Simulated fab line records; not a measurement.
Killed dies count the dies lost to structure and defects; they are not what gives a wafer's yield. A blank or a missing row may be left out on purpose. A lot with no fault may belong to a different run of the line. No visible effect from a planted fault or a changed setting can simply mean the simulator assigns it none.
What tool caused it? | flow berkeleyCmos170 | 39 wafers from 13 lots sampled at 4 of the route's 331 steps

## WHAT THE GAUGES READ, wafer by wafer
UCB170_NWELL_OVL_MEAS_12. Usual: NWELL_OVL typically reads 1 nm, with standard deviation 5.5.
lot  | measured    | on         | NWELL_OVL (nm) | flag
L338 | day 2 11:23 | overlay-02 | 10 4 10        | 
L339 | day 2 11:40 | overlay-01 | -5 -5 -6       | 
L340 | day 2 17:44 | overlay-01 | -3 2 3         | 
L341 | day 3 00:31 | overlay-01 | -7 3 -3        | 
L342 | day 3 03:48 | overlay-01 | 0 -3 -1        | 
L343 | day 3 04:07 | overlay-02 | 4 0 3          | 
L344 | day 3 12:56 | overlay-02 | -5 -1 -8       | 
L345 | day 3 16:23 | overlay-02 | -6 4 4         | 
L346 | day 3 20:08 | overlay-02 | 0 1 -2         | 
L353 | day 5 16:01 | overlay-02 | 1 9 7          | 
L356 | day 5 22:31 | overlay-01 | -2 -1 -1       | 
L360 | day 7 01:51 | overlay-02 | 4 4 0          | 
L361 | day 7 07:38 | overlay-02 | 0 2 5          | 

UCB170_ACTIVE_OVL_MEAS_14. Usual: ACTIVE_OVL typically reads -2 nm, with standard deviation 5.4.
lot  | measured    | on         | ACTIVE_OVL (nm) | flag
L338 | day 4 08:16 | overlay-01 | 10 3 3          | 
L339 | day 4 12:25 | overlay-01 | -4 -10 -13      | 
L340 | day 4 13:02 | overlay-02 | -2 -8 -4        | 
L341 | day 5 05:19 | overlay-01 | 3 4 2           | 
L342 | day 5 05:34 | overlay-02 | 3 1 1           | 
L343 | day 5 05:41 | overlay-01 | -5 -6 -4        | 
L344 | day 5 14:09 | overlay-01 | -6 -4 -8        | 
L345 | day 5 17:20 | overlay-01 | -3 0 -4         | 
L346 | day 6 00:31 | overlay-01 | -5 -3 -2        | 
L353 | day 7 21:05 | overlay-01 | 3 6 5           | 
L356 | day 8 02:22 | overlay-01 | -2 0 4          | 
L360 | day 9 01:58 | overlay-01 | -8 -9 -10       | 
L361 | day 9 06:27 | overlay-01 | -6 -5 -2        | 

UCB170_SACOX_THK_MEAS_02. Usual: SACOX_OXIDE_THK typically reads 15.8 nm, with standard deviation 0.36.
lot  | measured     | on           | SACOX_OXIDE_THK (nm) | flag
L338 | day 5 09:49  | filmMetro-03 | 16.0 16.1 15.9       | 
L339 | day 5 11:31  | filmMetro-01 | 16.0 15.9 16.0       | 
L340 | day 5 11:32  | filmMetro-03 | 16.2 16.1 16.2       | 
L341 | day 6 00:11  | filmMetro-01 | 15.4 15.5 15.7       | 
L342 | day 6 00:10  | filmMetro-02 | 15.3 15.1 15.2       | 
L343 | day 6 00:11  | filmMetro-03 | 15.5 15.6 15.6       | 
L344 | day 6 13:28  | filmMetro-03 | 15.7 15.7 15.9       | 
L345 | day 6 18:52  | filmMetro-02 | 16.1 16.3 16.1       | 
L346 | day 7 06:12  | filmMetro-02 | 16.5 16.4 16.2       | 
L353 | day 8 14:39  | filmMetro-03 | 17.1 17.1 17.0       | OFF
L356 | day 8 23:16  | filmMetro-03 | 17.1 17.4 17.5       | OFF
L360 | day 9 22:45  | filmMetro-01 | 15.6 15.7 15.6       | 
L361 | day 10 03:22 | filmMetro-02 | 16.3 16.2 16.5       | 

UCB170_PVT_OVL_MEAS_06. Usual: PVT_OVL typically reads 2 nm, with standard deviation 4.7.
lot  | measured     | on         | PVT_OVL (nm) | flag
L338 | day 5 21:01  | overlay-01 | -4 -2 -2     | 
L339 | day 5 21:44  | overlay-02 | 1 2 -1       | 
L340 | day 5 21:18  | overlay-02 | 1 11 12      | 
L341 | day 6 15:40  | overlay-01 | 3 6 1        | 
L342 | day 6 15:23  | overlay-01 | 11 7 7       | 
L343 | day 6 15:57  | overlay-02 | 5 3 -1       | 
L344 | day 7 04:30  | overlay-01 | 0 -2 -1      | 
L345 | day 7 08:46  | overlay-01 | -5 0 3       | 
L346 | day 7 19:34  | overlay-02 | 4 1 4        | 
L353 | day 9 02:40  | overlay-02 | -3 3 -4      | 
L356 | day 9 09:56  | overlay-01 | -1 -7 4      | 
L360 | day 10 12:13 | overlay-02 | 8 9 5        | 
L361 | day 10 16:11 | overlay-01 | -2 -7 -5     | 

## WHICH TOOL RAN EACH LOT (tool, then ch and the chambers of the sampled wafers, then the start)
No process step before these readings appears in the record.

## AS READ BY THE TOOLS THEMSELVES (means over the sampled wafers that have a number; for cases with no such wafer, the mark the record gives instead)
The record holds no such reading with a usual standard deviation.

## THE ANSWER, worked out from the rows above alone
Rule: lot off if the mean of its wafers having a number is beyond 3 standard deviations from the usual mean. A lot without any number at a reading at which 4 lots or more have one is off too. Where the step has rows for the other lots, those lots are counted as sound. First the gauges in route order, then the tools' own readings, where a lot's mean is used as printed above. At the first step where some lot is off, the reading lying furthest off is the one used; lots without a number count as furthest.
Off: L353, L356, at UCB170_SACOX_THK_MEAS_02 (SACOX_OXIDE_THK).
If a tool, at a process step before that reading, ran all the lots that are off and no sound lot after the first of them, it fits. Gauges at UCB170_SACOX_THK_MEAS_02: tried the same way as those tools. One fits: UCB170_SACOX_THK_MEAS_02 on filmMetro-03. A fault onset in the window from L344 (day 6 13:28, its last sound lot) to L353 (day 8 14:39, its first lot off) fits.

## WHAT THE SIMULATOR HAD PUT IN
Metrology matching offset: filmMetro-03, from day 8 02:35 on, at UCB170_SACOX_THK_MEAS_02. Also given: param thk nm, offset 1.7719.
Lots struck among those shown: L353, L356. The rule above found the same.
